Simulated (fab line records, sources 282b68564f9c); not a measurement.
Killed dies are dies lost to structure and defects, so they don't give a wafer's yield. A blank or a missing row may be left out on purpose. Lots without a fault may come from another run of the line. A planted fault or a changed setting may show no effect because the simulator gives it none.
One fault seen from 2 desks | flow rit_cmos | each desk has only its own numbers; what lay behind them comes last

THE TOOL OWNER'S DESK: implanter-01
The tool's own readings at RIT_NLDD_IMPLANT_08: means of the sampled wafers that have a number, for each lot that ran on this tool. A lot is out of limits, marked OUT, if its mean lies more than 4 standard deviations from the usual mean; the brackets give that distance.
Columns: A = dose_ions_cm2 at RIT_NLDD_IMPLANT_08, usual 5e+14; B = end_station_pressure_torr at RIT_NLDD_IMPLANT_08, usual 6.2e-06 Torr; C = faraday_current_uA at RIT_NLDD_IMPLANT_08, usual 1575
lot  | first seen here | A                       | B       | C
L890 | day 2 23:23     | 5e+14                   | 6.3e-06 | 1553
L894 | day 3 18:07     | 5e+14                   | 6.3e-06 | 1561
L897 | day 4 10:20     | 1e+14 (-99 or more) OUT | 5.1e-06 | 312 (-39) OUT
L902 | day 5 10:19     | 1e+14 (-99 or more) OUT | 5.1e-06 | 318 (-39) OUT
This desk's finding: out of limits on L897, L902; first on L897, day 4 10:20 (dose_ions_cm2 at RIT_NLDD_IMPLANT_08). In limits: L890, L894.

THE METROLOGY DESK
What the gauges read, lot by lot, whatever tool the lot ran on: means of the sampled wafers that have a number. A lot is out of limits, marked OUT, if its mean lies more than 4 standard deviations from the usual mean; the brackets give that distance.
Columns: A = PWELL_OVL at RIT_PWELL_OVL_MEAS_06, usual -0.7 nm; B = PWELL_RS at RIT_WELLDRIVE_RS_MEAS_02, usual 429.5 ohm/sq; C = NLDD_OVL at RIT_NLDD_OVL_MEAS_06, usual 0.2 nm; D = NLDD_TW at RIT_NLDD_TW_MEAS_10, usual 2491; E = NLDD_RS at RIT_SDANNEAL_RS_MEAS_07, usual 151.6 ohm/sq
lot  | first seen here | A    | B     | C    | D              | E
L889 | day 1 22:56     | 0.7  | 429.9 | -0.7 | 2505           | 151.3
L890 | day 2 03:05     | -2.2 | 427.0 | 2.1  | 2498           | 151.8
L893 | day 2 18:28     | -1.8 | 428.3 | -1.6 | 2469           | 152.0
L894 | day 2 23:00     | 1.7  | 429.3 | 1.1  | 2487           | 151.3
L897 | day 3 15:22     | -2.0 | 430.0 | -0.0 | 1550 (-45) OUT | 518.7 (+99 or more) OUT
L901 | day 4 09:57     | -0.9 | 429.7 | 1.7  | 2509           | 151.4
L902 | day 4 15:41     | -1.6 | 430.0 | 0.1  | 1547 (-45) OUT | 508.8 (+99 or more) OUT
L903 | day 4 19:48     | 0.5  | 428.5 | -0.7 | 2449           | 152.6
L904 | day 5 00:49     | 0.2  | 428.3 | 0.3  | 2518           | 151.3
L906 | day 5 12:00     | -0.8 | 430.3 | 1.2  | 2499           | 152.2
L907 | day 5 16:10     | -0.3 | 430.6 | 0.3  | 2506           | 151.4
L908 | day 5 20:58     | 0.1  | 430.9 | -0.2 | 2462           | 152.0
L911 | day 6 11:52     | -3.0 | 428.3 | 0.4  | 2462           | 151.5
L912 | day 6 17:03     | -2.2 | 429.6 | -0.5 | 2455           | 151.3
This desk's finding: out of limits on L897, L902; first on L897, day 4 10:40 (NLDD_TW at RIT_NLDD_TW_MEAS_10). In limits: L889, L890, L893, L894, L901, L903, L904, L906, L907, L908, L911, L912.

PUT TOGETHER
The tool owner's desk could have raised an alarm at day 4 10:20, on L897, L902.
The metrology desk could have raised an alarm at day 4 10:40, on L897, L902.
Of the lots named, all ran RIT_NLDD_IMPLANT_08 on implanter-01.

WHAT THE SIMULATOR HAD PUT IN
Process parameter drift: implanter-01, from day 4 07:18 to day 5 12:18, at RIT_NLDD_IMPLANT_08. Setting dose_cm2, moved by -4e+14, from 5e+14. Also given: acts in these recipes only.
Lots struck among those shown: L897, L902.
Hours from the fault's start to each desk's first reading out of limits: the tool owner's desk, 3; the metrology desk, 3.
